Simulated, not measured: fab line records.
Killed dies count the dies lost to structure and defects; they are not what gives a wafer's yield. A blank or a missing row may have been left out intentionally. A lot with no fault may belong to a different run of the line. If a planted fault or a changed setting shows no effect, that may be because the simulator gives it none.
8D (eight disciplines) problem report, filled in by code / flow berkeley-cmos170 / the parts of the form that need people (team, actions taken, sign-off) are left out

== 1. PROBLEM STATEMENT ==
Wafers free of any fault read 2 nm (standard deviation 5) for NVT_OVL at UCB170_NVT_OVL_MEAS_06, against a mean of 274 nm on 6 wafers of 2 lots. Measured from the usual mean, that is +54 standard deviations.
First observed at day 7 17:19: wafer L857.1, on overlay-01. The record holds 42 wafers of 14 lots with a number at this step. Rule for "out", or "out of limits": more than 4 standard deviations from the usual mean. The rest of the wafers with a number are treated as sound.

== 2. WHAT IT IS; WHAT IT IS NOT ==
question=which readings at this step | is=NVT_OVL | is not=-
question=which lots | is=L857, L859 | is not=L846, L848, L849, L850, L851, L852, L854, L855, L856, L862, L865, L869
question=which wafers of those lots | is=all that have a number | is not=-
question=read on which gauges | is=overlay-01, overlay-02 | is not=-
question=when | is=from day 7 17:19 | is not=up to then (24 sound wafers); but 12 sound wafers of L856, L862, L865, L869 came after

== 3. THE SUSPECTS, EACH WITH WHAT RULES IT OUT ==
Counting: a tool at any process step up to the reading remains a suspect when it ran all the lots that are out and ran no sound lot after the first of those.
- the gauge at UCB170_NVT_OVL_MEAS_06 is ruled out. The wafers that are out were read on 2 gauges (overlay-01, overlay-02).
- krf-scanner-02 at UCB170_NVT_EXPOSE_03 (exposes mask PWELL, target cd 3000 nm): kept. It ran every lot that is out, first L857 (day 7 16:10), and no sound lot after that; its last sound lot up to then is L855 (day 7 15:41).
After counting, what remains is krf-scanner-02 at UCB170_NVT_EXPOSE_03.

== 4. THE CAUSE (what the simulator had put in) ==
Scanner matching overlay: krf-scanner-02, from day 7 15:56 on, at UCB170_NVT_EXPOSE_03. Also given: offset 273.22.
Counting left only this tool.

== 5. SEQUENCE OF EFFECTS, ordered by route ==
One row per reading whose mean, taken over the struck wafers that have a number, lies over 3 standard deviations from the usual. Scope: only readings with a usual standard deviation given in the record; hours: median across lots of the time from each lot's start at the first step in this table that gives one to its start at this step; sigmas: change in usual standard deviations.
hours=0; step=UCB170_NVT_OVL_MEAS_06; reading=NVT_OVL; usual=2 nm; on struck wafers=274; change=+272; sigmas=+54

== 6. HOW IT WOULD HAVE BEEN CAUGHT EARLIER ==
In this record the first reading out of limits at a measuring or inspecting step was taken at day 7 17:19, 1 hour after the fault began at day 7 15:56.
Among the 2 lots that are out, L859 began UCB170_NVT_EXPOSE_03 on krf-scanner-02 after day 7 17:19. Holding the tool at that time would have saved it.
